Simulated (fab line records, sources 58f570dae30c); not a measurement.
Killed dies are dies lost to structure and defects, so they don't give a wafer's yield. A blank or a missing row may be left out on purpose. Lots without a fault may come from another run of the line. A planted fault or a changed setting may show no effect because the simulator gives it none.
Split-lot experiment | flow berkeley_cmos170 | 5 lots, 23 wafers read, on a route of 331 steps

THE SPLIT
At UCB170_PWELL_IMPLANT_15, the setting dose_cm2 was moved away from the recipe's 5e+12 on 5 of the 23 wafers read, by -5.0% to +7.1%. The other wafers ran this setting at the recipe's value.

FROM THE SPLIT TO THE READING: what the file shows between them, 1 step
- UCB170_PWELL_STRIP_16: strips in O2

THE READING
PWELL_TW, at UCB170_PWELL_TW_MEAS_17. Fault-free wafers of this fab line usually give 380.1, standard deviation 2.9.

wafer  | tool, chamber at the split | dose_cm2 as run | against the recipe | PWELL_TW | against lot-mates on the recipe
L075.1 | implanter-03, 0            | 5e+12           | recipe             | 382.7    | -
L075.2 | implanter-03, 0            | 5e+12           | recipe             | 382.8    | -
L075.3 | implanter-03, 0            | 5e+12           | recipe             | 383.8    | -
L075.4 | implanter-03, 0            | 5e+12           | recipe             | 379.1    | -
L075.5 | implanter-03, 0            | 5e+12           | recipe             | 379.9    | -
L079.1 | implanter-03, 0            | 4.75e+12        | -5.0%              | 374.6    | -5.6
L079.2 | implanter-03, 0            | 4.75e+12        | -5.0%              | 374.8    | -5.4
L079.3 | implanter-03, 0            | 4.75e+12        | -5.0%              | 375.6    | -4.6
L079.4 | implanter-03, 0            | 5e+12           | recipe             | 381.0    | -
L079.5 | implanter-03, 0            | 5e+12           | recipe             | 379.4    | -
L080.2 | implanter-02, 0            | 5.355e+12       | +7.1%              | 384.8    | +8.4
L080.3 | implanter-02, 0            | 5e+12           | recipe             | 375.9    | -
L080.4 | implanter-02, 0            | 5e+12           | recipe             | 376.2    | -
L080.5 | implanter-02, 0            | 5.355e+12       | +7.1%              | 382.7    | +6.3
L080.6 | implanter-02, 0            | 5e+12           | recipe             | 377.2    | -
L082.2 | implanter-02, 0            | 5e+12           | recipe             | 375.5    | -
L082.4 | implanter-02, 0            | 5e+12           | recipe             | 375.7    | -
L082.6 | implanter-02, 0            | 5e+12           | recipe             | 374.3    | -
L085.2 | implanter-03, 0            | 5e+12           | recipe             | 381.8    | -
L085.3 | implanter-03, 0            | 5e+12           | recipe             | 382.3    | -
L085.4 | implanter-03, 0            | 5e+12           | recipe             | 380.8    | -
L085.5 | implanter-03, 0            | 5e+12           | recipe             | 383.4    | -
L085.6 | implanter-03, 0            | 5e+12           | recipe             | 381.4    | -

THE FIT
A straight line over all 23 wafers: PWELL_TW changes by +0.727 for each +1% of dose_cm2; r = +0.60; the points scatter about the line by 2.8.
The same after taking each lot's own level away (the mean of its wafers on the recipe; 23 wafers): +1.03 for each +1%; r = +0.94; scatter 1.1.
On that fit, the largest move of dose_cm2 shifts the reading by 7.3.
The lots' own levels span 375.17 to 381.94, that is 2.3 times the standard deviation above.
So the lot-to-lot level blurs the effect unless lot-mates are compared.
Check: with one of the wafers moved furthest among these (+7.1%) left out of the fit, the line predicts +6.83 for it against its lot-mates. It came out at +8.37 against them.

OTHER SPLITS ON THESE WAFERS
These wafers also went through other splits before the reading. Each is held against what the fit with the lots' levels taken away leaves over:
other split on the same wafers     | wafers away from the commonest value | r with PWELL_TW (lot level and that fit taken away)
UCB170_NWELL_CVD_04 time_s         | 18                                   | +0.00
UCB170_NWELL_DEVELOP_11 dev_temp_c | 7                                    | +0.16

THE FILE'S OWN FIT
PWELL_TW changes by +1.04 for each +1% of dose_cm2, r = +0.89.
